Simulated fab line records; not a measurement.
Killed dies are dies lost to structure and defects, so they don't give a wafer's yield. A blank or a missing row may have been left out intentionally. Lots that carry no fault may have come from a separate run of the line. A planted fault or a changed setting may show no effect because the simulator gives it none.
Split-lot trial | flow rit-cmos | on a route of 202 steps: 5 lots, 23 wafers read

ABOUT THE SPLIT
At RIT_PSD_IMPLANT_08, the setting energy-kev was moved away from the recipe's 27 on 8 of the 23 wafers read, by -2.4% to +5.0%. The other wafers ran this setting at the recipe's value.

FROM THE SPLIT TO THE READING: what the file shows between them, 3 steps
- RIT_PSD_STRIP_09: strips in O2, time 180 s
- RIT_SDANNEAL_CLEAN_02: cleans in SC2, time 600 s
- RIT_SDANNEAL_RTA_03: time 5 s

THE READING
At RIT_SDANNEAL_RS_MEAS_04, a four-point-probe measurement gives PSD_RS in ohm/sq. A value of 115.94 ohm/sq with a standard deviation of 0.27 ohm/sq is what fault-free wafers of this fab line usually give.

wafer  | tool, chamber at the split | energy-kev as run | against the recipe | PSD_RS, ohm/sq | against lot-mates on the recipe
L075.2 | implanter-02, 0            | 27                | recipe             | 115.98         | -
L075.3 | implanter-02, 0            | 27                | recipe             | 116.57         | -
L075.4 | implanter-02, 0            | 27                | recipe             | 116.06         | -
L078.1 | implanter-03, 0            | 26.35             | -2.4%              | 117.37         | +1.40
L078.3 | implanter-03, 0            | 26.35             | -2.4%              | 117.30         | +1.33
L078.4 | implanter-03, 0            | 27                | recipe             | 116.32         | -
L078.5 | implanter-03, 0            | 26.35             | -2.4%              | 117.08         | +1.11
L078.6 | implanter-03, 0            | 27                | recipe             | 115.62         | -
L081.1 | implanter-03, 0            | 27                | recipe             | 115.93         | -
L081.2 | implanter-03, 0            | 27                | recipe             | 115.85         | -
L081.4 | implanter-03, 0            | 27                | recipe             | 115.89         | -
L081.5 | implanter-03, 0            | 27                | recipe             | 115.70         | -
L081.6 | implanter-03, 0            | 27                | recipe             | 115.86         | -
L082.1 | implanter-02, 0            | 27                | recipe             | 116.22         | -
L082.2 | implanter-02, 0            | 27.42             | +1.6%              | 115.14         | -0.99
L082.3 | implanter-02, 0            | 27                | recipe             | 116.16         | -
L082.4 | implanter-02, 0            | 27                | recipe             | 116.01         | -
L082.5 | implanter-02, 0            | 27.42             | +1.6%              | 115.46         | -0.67
L083.1 | implanter-03, 0            | 27                | recipe             | 116.13         | -
L083.2 | implanter-03, 0            | 28.36             | +5.0%              | 112.93         | -3.25
L083.4 | implanter-03, 0            | 27                | recipe             | 116.23         | -
L083.5 | implanter-03, 0            | 28.36             | +5.0%              | 113.26         | -2.92
L083.6 | implanter-03, 0            | 28.36             | +5.0%              | 113.26         | -2.92

THE FIT
A straight line over all 23 wafers: PSD_RS changes by -0.554 ohm/sq for each +1% of energy-kev; r = -0.98; the points scatter about the line by 0.23 ohm/sq.
The same after taking each lot's own level away (the mean of its wafers on the recipe; 23 wafers): -0.583 ohm/sq for each +1%; r = -0.99; scatter 0.19 ohm/sq.
On that fit, the largest move of energy-kev shifts the reading by 2.9 ohm/sq.
The lots' own levels span 115.846 to 116.203 ohm/sq, that is 1.3 times the standard deviation above.
So the lot-to-lot level changes the slope little: the two slopes agree.
Check: for one of the wafers moved furthest among these (+5.0%), held out of the fit, the line's prediction against its lot-mates is -2.85 ohm/sq. It came out at -3.25 ohm/sq against them.

THESE WAFERS: OTHER SPLITS
Other splits were also applied to these wafers ahead of the reading. Each is held against what the fit with the lots' levels taken away leaves over:
other split on the same wafers  | wafers away from the commonest value | r with PSD_RS (lot level and that fit taken away)
RIT_GATE_DEVELOP_15 dev-temp-c  | 6                                    | +0.07
RIT_REOX_OXIDATION_03 ox-time-s | 18                                   | +0.15
RIT_NLDD_SOFTBAKE_02 temp-c     | 8                                    | +0.00
RIT_NLDD_IMPLANT_08 energy-kev  | 12                                   | +0.08
RIT_NSD_COAT_01 resist-thk-nm   | 8                                    | +0.26
RIT_NSD_IMPLANT_08 dose-cm2     | 6                                    | -0.23

THE WHOLE CHAIN: every reading that the file lists as answering this split, in the file's order
step                    | what it does                 | reading                                                         | change (the file's fit)                | r (the file's)
RIT_PSD_IMPLANT_08      |                              | implant.rp-nm (the simulator's own value, which no gauge read)  | +0.175 nm for each +1% of the setting  | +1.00
RIT_PSD_IMPLANT_08      |                              | implant.drp-nm (the simulator's own value, which no gauge read) | +0.0843 nm for each +1% of the setting | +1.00
RIT_SDANNEAL_RS_MEAS_04 | measures by four-point-probe | PSD_RS                                                          | -0.585 for each +1% of the setting     | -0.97

THE FILE'S OWN FIT
PSD_RS changes by -0.585 ohm/sq for each +1% of energy-kev, r = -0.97.
